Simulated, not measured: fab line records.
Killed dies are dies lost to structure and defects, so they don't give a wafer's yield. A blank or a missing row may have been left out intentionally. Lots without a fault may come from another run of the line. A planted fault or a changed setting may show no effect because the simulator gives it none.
fab line records | flow berkeley-cmos170
record lots=6 wafers=18 last-day=10
route steps=331 shown ZERO@6 NWELL@14
lots that met no fault: from a run of the same line without faults
start-h: start of the lot's first displayed wafer, in hours after the record's first day | wait-h: hours since the lot's step before | " repeats the value in the row above | L1.1+2: one row covering several wafers at once | - either no value or no given start | * or withheld: withheld | < > ~ a bound
route shown NAME@n: NAME is a module with steps in the file, n the number in the route of the first one | usual: the fault-free wafers' mean and standard deviation | same: alike in all rows | chamber/n: place in a boat | sites: per-site readings | _std_site: the values' standard deviation | _edge_site: mean of outer sites minus mean of inner sites | radius-mm: for every site, how far away it sits from the centre of the wafer | mask NAME#n: copy n | behind: the most recent tool/chamber to have shaped the wafer | hold: the reason the lot was held/the length of the hold in hours/how it ended | device: whichever transistor did not switch (one of n, p or np) | end of line: the tests these same wafers got at the end of their route | where a step has no rows: the recipe by itself | killed: count of dies lost to structure and defects at first sort (not the wafer's yield) | map: a wafer's dies, x killed, . not, _ none there
set.NAME: setting as actually run; set.NAME@STEP: the setting as run at that earlier step | model.NAME: the simulator's own value behind a step, which no gauge read
lots at some steps of the route; a table a step, a row a wafer
services: a tool's chamber out of use, with start hour (start-h, from the record's first day; less than 0 if before it), hours out, and reason
## steps
# step UCB170_ZERO_HMDS_00
# recipe prime-time-s=60 prime-temp-c=100
# step UCB170_ZERO_COAT_01
# recipe resist=KrF spin-rpm=1500 resist-thk-nm=900
# step UCB170_ZERO_SOFTBAKE_02
# recipe resist=KrF temp-c=130 time-s=60
# step UCB170_ZERO_EXPOSE_03
# recipe mask-id=PM_MARKS na=0.5 sigma-outer=0.6 source-shape=conventional target-cd-nm=4000 dose-mj=30
# step UCB170_ZERO_PEB_04
# recipe peb-temp-c=130 peb-time-s=withheld resist=KrF
# step UCB170_ZERO_DEVELOP_05
# recipe developer=TMAH develop-time-s=45 resist=KrF dev-temp-c=21
# step UCB170_ZERO_ETCH_06
# recipe chemistry=CHF3/CF4/Ar target=SiO2 time-s=12 pressure-mtorr=100 rf-w=500 CHF3_flow_sccm=50 cf4-flow-sccm=10 Ar_flow_sccm=120 over-etch-frac=1.58
# usual drypump-motor-current-A=5.6/0.48 mfc-ar-sccm=120.0/0.35 oes-product-au=0.614/0.01 throttle-valve-pct=9.24/0.096
# columns lot.wafer tool chamber start-h wait-h drypump-motor-current-A mfc-ar-sccm oes-product-au rf-hours-counter-h throttle-valve-pct
L829.3 rie-diel-01 0 32.11 - 5.0 119.7 0.605 123 9.18
L829.4 " 2 " " 5.1 120.0 0.610 28 9.18
L829.6 " 3 " " 5.6 120.4 0.630 - 9.38
L831.1 rie-diel-01 3 42.23 - 5.6 120.9 0.632 131 9.36
L831.4 " 1 " " 6.4 119.9 0.617 103 9.07
L831.6 " 0 " " 5.0 119.7 0.597 - 9.20
L836.1 rie-diel-01 2 68.52 - 5.1 119.6 0.604 30 9.19
L836.5 " 3 " " 5.6 119.8 0.630 - 9.39
L836.6 " 0 " " 4.9 120.3 0.599 - 9.18
L840.2 rie-diel-02 3 93.26 - 5.1 119.8 0.607 136 9.13
L840.4 " 0 " " 6.0 120.4 0.618 1 9.19
L840.5 " 0 " " 6.0 120.3 0.612 - 9.19
L842.2 rie-diel-02 2 98.15 - 5.2 120.0 0.614 75 9.22
L842.4 " 3 " " 5.1 119.7 0.603 136 9.13
L842.5 " 2 " " 5.2 119.8 0.608 - 9.20
L845.2 rie-diel-02 2 112.10 - 5.1 120.1 0.615 75 9.22
L845.3 " 0 " " 6.0 120.0 0.615 2 9.21
L845.4 " 1 " " 5.4 120.5 0.632 3 9.28
# step UCB170_ZERO_STRIP_07
# recipe chemistry=O2 power-w=400 pressure-mtorr=3500 platen-temp-c=withheld o2-flow-sccm=400 overash-fraction=0.5
# usual drypump-motor-current-A=5.6/0.35 oes-product-au=0.727/0.0048 strip-time-to-endpoint-s=21.49/0.066
# columns lot.wafer tool chamber start-h wait-h drypump-motor-current-A oes-product-au rf-hours-counter-h strip-time-to-endpoint-s
L829.3 plasma-asher-02 0 32.16 0.0 6.2 0.722 - 21.44
L829.4 " 1 " " 5.6 0.725 - 21.51
L829.6 " 1 " " 5.6 0.719 - 21.44
L831.1 plasma-asher-01 0 42.26 0.0 5.7 0.725 33 21.37
L831.4 " 0 " " 5.7 0.730 - 21.34
L831.6 " 1 " " 5.2 0.727 - 21.43
L836.1 plasma-asher-01 0 68.54 0.0 5.7 0.730 36 21.51
L836.5 " 0 " " 5.7 0.714 - 21.59
L836.6 " 1 " " 5.3 0.718 - 21.52
L840.2 plasma-asher-02 1 93.29 0.0 5.6 0.731 30 21.61
L840.4 " 1 " " 5.6 0.726 - 21.60
L840.5 " 1 " " 5.6 0.719 - 21.63
L842.2 plasma-asher-01 1 98.17 0.0 5.2 0.735 39 21.49
L842.4 " 1 " " 5.2 0.724 - 21.43
L842.5 " 1 " " 5.2 0.737 - 21.49
L845.2 plasma-asher-02 0 112.12 0.0 6.2 0.730 32 21.56
L845.3 " 0 " " 6.2 0.727 - 21.50
L845.4 " 1 " " 5.6 0.728 - 21.52
# step UCB170_NWELL_WET_ETCH_00
# recipe chemistry=dHF dilution=25:1 target=SiO2 temp-c=25 time-s=200
# step UCB170_NWELL_OXIDATION_01
# recipe temp-c=1000 ambient=O2 target-thk-a=264 ox-time-s=1260
# step UCB170_NWELL_THK_MEAS_02
# recipe reads=SiO2_of_NWELL_OXIDATION_01
# usual NWELL_OXIDE_THK=26.1/0.45
# columns lot.wafer tool chamber start-h wait-h NWELL_OXIDE_THK[nm]
L829.3 film-metro-01 - 36.88 0.0 27.2
L829.4 " - " " 26.8
L829.6 " - " " 27.4
L831.1 film-metro-01 - 46.66 0.0 26.3
L831.4 " - " " 26.3
L831.6 " - " " 26.5
L836.1 film-metro-01 - 74.21 0.0 25.9
L836.5 " - " " 25.6
L836.6 " - " " 26.3
L840.2 film-metro-03 - 97.62 0.0 25.4
L840.4 " - " " 25.8
L840.5 " - " " 25.4
L842.2 film-metro-01 - 103.08 0.0 26.2
L842.4 " - " " 27.0
L842.5 " - " " 26.4
L845.2 film-metro-03 - 118.70 0.0 26.2
L845.3 " - " " 26.3
L845.4 " - " " 25.9
# step UCB170_NWELL_ANNEAL_03
# recipe temp-c=1000 time-s=900 ambient=N2
# step UCB170_NWELL_CVD_04
# recipe material=Si3N4 target-thk-nm=224 temp-c=800 precursor=SiH2Cl2/NH3 time-s=3360 pressure-mtorr=200 sih2cl2-flow-sccm=25 nh3-flow-sccm=75
# usual zone-power-load-pct=20.2/1.4 zone-power-source-pct=18.6/1.3
# columns lot.wafer tool chamber start-h wait-h zone-power-load-pct zone-power-source-pct
L829.3 lpcvd-02 0 42.14 0.0 20.6 20.8
L829.4 " 0 " " 20.5 20.5
L829.6 " 0 " " 20.4 20.6
L831.1 lpcvd-02 0 50.72 0.0 21.0 20.9
L831.4 " 0 " " 20.5 20.8
L831.6 " 0 " " 21.1 20.9
L836.1 lpcvd-01 1 79.68 0.1 19.2 17.9
L836.5 " 1 " " 19.0 17.9
L836.6 " 1 " " 19.0 17.8
L840.2 lpcvd-02 1 102.98 1.3 22.5 17.7
L840.4 " 1 " " 22.1 17.3
L840.5 " 1 " " 22.3 17.8
L842.2 lpcvd-01 0 106.52 0.0 18.9 19.6
L842.4 " 0 " " 19.0 19.3
L842.5 " 0 " " 19.0 19.4
L842.2 lpcvd-02 0 108.62 0.2 21.2 20.9
L842.4 " 0 " " 20.6 21.1
L842.5 " 0 " " 20.7 21.1
L845.2 lpcvd-01 0 123.00 0.6 18.6 19.7
L845.3 " 0 " " 19.1 19.1
L845.4 " 0 " " 19.0 19.4
L845.2 lpcvd-01 0 126.04 1.1 18.8 19.5
L845.3 " 0 " " 18.9 19.3
L845.4 " 0 " " 19.0 19.4
# step UCB170_NWELL_THK_MEAS_05
# recipe reads=Si3N4_of_NWELL_CVD_04
# usual NWELL_NITRIDE_THK=225.2/1.7
# columns lot.wafer tool chamber start-h wait-h NWELL_NITRIDE_THK[nm]
L829.3 film-metro-01 - 44.09 0.0 226.4
L829.4 " - " " 225.2
L829.6 " - " " 225.4
L831.1 film-metro-02 - 52.67 0.0 228.2
L831.4 " - " " 227.1
L831.6 " - " " 229.0
L836.1 film-metro-03 - 81.62 0.0 225.6
L836.5 " - " " 227.1
L836.6 " - " " 226.7
L840.2 film-metro-02 - 104.92 0.0 228.3
L840.4 " - " " 229.0
L840.5 " - " " 228.7
L842.2 film-metro-01 - 110.57 0.0 447.0
L842.4 " - " " 450.8
L842.5 " - " " 451.4
L845.2 film-metro-02 - 127.98 0.0 446.2
L845.3 " - " " 445.8
L845.4 " - " " 449.2
# step UCB170_NWELL_HMDS_06
# recipe prime-time-s=60 prime-temp-c=100
# step UCB170_NWELL_COAT_07
# recipe resist=KrF spin-rpm=1500 resist-thk-nm=900
# step UCB170_NWELL_SOFTBAKE_08
# recipe resist=KrF temp-c=130 time-s=60
# step UCB170_NWELL_EXPOSE_09
# recipe mask-id=NWELL target-cd-nm=3000 na=0.5 sigma-outer=0.6 source-shape=conventional dose-mj=25
# step UCB170_NWELL_PEB_10
# recipe peb-temp-c=130 peb-time-s=withheld resist=KrF
# step UCB170_NWELL_DEVELOP_11
# recipe developer=TMAH develop-time-s=45 resist=KrF dev-temp-c=21
# step UCB170_NWELL_OVL_MEAS_12
# usual NWELL_OVL=-3/5
# columns lot.wafer tool chamber start-h wait-h NWELL_OVL[nm]
L829.3 overlay-01 - 45.55 - -7
L829.4 " - " " -2
L829.6 " - " " -1
L831.1 overlay-02 - 53.96 - -1
L831.4 " - " " -1
L831.6 " - " " -10
L836.1 overlay-02 - 83.63 - 1
L836.5 " - " " 2
L836.6 " - " " 2
L840.2 overlay-02 - 105.82 - -9
L840.4 " - " " -4
L840.5 " - " " -16
L842.2 overlay-02 - 111.78 - -6
L842.4 " - " " -6
L842.5 " - " " -5
L845.2 overlay-01 - 129.09 - 0
L845.3 " - " " -3
L845.4 " - " " -7
# step UCB170_NWELL_ETCH_13
# recipe chemistry=CH3F/Ar/O2 target=Si3N4 stop-on=SiO2 CH3F_flow_sccm=20 Ar_flow_sccm=50 O2_flow_sccm=7 pressure-mtorr=50 rf-w=450 target-depth-a=2464 over-etch-frac=0.1 time-s=154
# usual O2_flow_sccm=7.003/0.02 drypump-motor-current-A=5.6/0.49 mfc-ar-sccm=49.99/0.16 oes-product-au=0.938/0.015 throttle-valve-pct=8.08/0.11
# columns lot.wafer tool chamber start-h wait-h O2_flow_sccm drypump-motor-current-A mfc-ar-sccm oes-product-au rf-hours-counter-h throttle-valve-pct model.etch.depth-nm
L829.3 rie-diel-01 1 45.58 0.0 7.013 6.4 49.68 0.946 103 7.91 226.2
L829.4 " 0 " " 7.021 4.9 49.88 0.918 123 8.00 225.2
L829.6 " 3 " " 7.002 5.6 50.10 0.954 - 8.20 225.4
L831.1 rie-diel-04 0 54.00 0.0 7.024 6.0 50.18 0.962 2 8.16 228.3
L831.4 " 1 " " 7.033 5.7 49.88 0.929 123 8.15 227.3
L831.6 " 3 " " 7.010 5.8 50.04 0.955 - 8.13 229
L836.1 rie-diel-01 2 83.67 0.0 6.994 5.0 49.96 0.924 30 8.03 225.9
L836.5 " 3 " " 7.004 5.5 50.17 0.953 - 8.17 227
L836.6 " 0 " " 7.003 4.9 50.00 0.926 - 8.02 226.7
L840.2 rie-diel-01 3 105.85 0.0 7.026 5.5 49.89 0.966 134 8.20 228.2
L840.4 " 0 " " 7.000 4.9 50.07 0.930 126 7.99 229.1
L840.5 " 0 " " 7.019 4.9 49.82 0.934 - 8.01 228.9
L842.2 rie-diel-04 2 111.81 0.0 7.027 6.1 50.01 0.979 11 8.07 240.1
L842.4 " 3 " " 6.991 5.8 49.98 0.994 143 8.13 243.5
L842.5 " 2 " " 7.036 6.1 49.80 0.980 - 8.06 241.1
L845.2 rie-diel-01 0 129.12 0.0 7.012 4.9 50.14 0.975 127 8.01 247.7
L845.3 " 3 " " 6.970 5.6 50.07 1.018 135 8.19 248.3
L845.4 " 1 " " 7.023 6.4 49.96 1.017 106 7.92 250.4
# step UCB170_NWELL_IMPLANT_14
# recipe species=P dose-cm2=1e+13 energy-kev=150 tilt-deg=7
## services
# columns tool chamber start-h hours kind
rie-diel-02 3 13.86 5.1 repair
lpcvd-02 - 21.75 0.5 repair
rie-diel-02 1 33.50 - clean
rie-diel-02 1 33.50 21.4 scheduled-down
rie-diel-02 1 33.50 21.4 vent-cycle
rie-diel-02 2 34.54 12.4 repair
rie-diel-01 3 36.50 4.4 repair
rie-diel-02 0 54.94 - clean
rie-diel-02 0 54.94 19.9 scheduled-down
rie-diel-02 0 54.94 19.9 vent-cycle
lpcvd-02 - 63.71 0.8 repair
rie-diel-01 3 77.42 1.9 repair
plasma-asher-01 - 85.99 0.4 repair
rie-diel-01 0 87.39 2.9 repair
lpcvd-02 - 102.17 0.8 repair
rie-diel-02 - 127.79 15.6 pm
## key
first-sign step=UCB170_NWELL_CVD_04 reading=visit direction=added
effect step=UCB170_NWELL_THK_MEAS_05 reading=NWELL_NITRIDE_THK direction=up sigmas=99+ usual=225.2 struck=448.4
effect step=UCB170_NWELL_ETCH_13 reading=oes-product-au direction=up sigmas=3.8 usual=0.938 struck=0.994
model-effect step=UCB170_NWELL_ETCH_13 value=etch.depth-nm without=225.5 struck=245.2
met-at UCB170_NWELL_CVD_04
struck-wafers L842.2,L842.4,L842.5,L845.2,L845.3,L845.4
later-rows-left-out L842.2,L842.4,L842.5,L845.2,L845.3,L845.4
sort-left-out L842.2,L842.4,L842.5,L845.2,L845.3,L845.4
tester-left-out L842,L845
fault kind=repeated-step-whole tool=lpcvd-01,lpcvd-02 chamber=- onset-h=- steps=UCB170_NWELL_CVD_04 times=1 scope=struck-lots-only
# tester-left-out: of these lots the tester's yield and bins aren't shown, on N5 and GAA mostly nor the transistor test; their killed dies are dies lost to structure and defects alone, not to doping, threshold or leakage, so they don't give the yield
# sort-left-out: the simulated sort isn't trusted on such a fault, so these wafers' sort isn't shown, and their yield isn't known
# later-rows-left-out: the simulator's readings of these wafers behind a module that went badly wrong aren't trusted and aren't shown, but for the sort
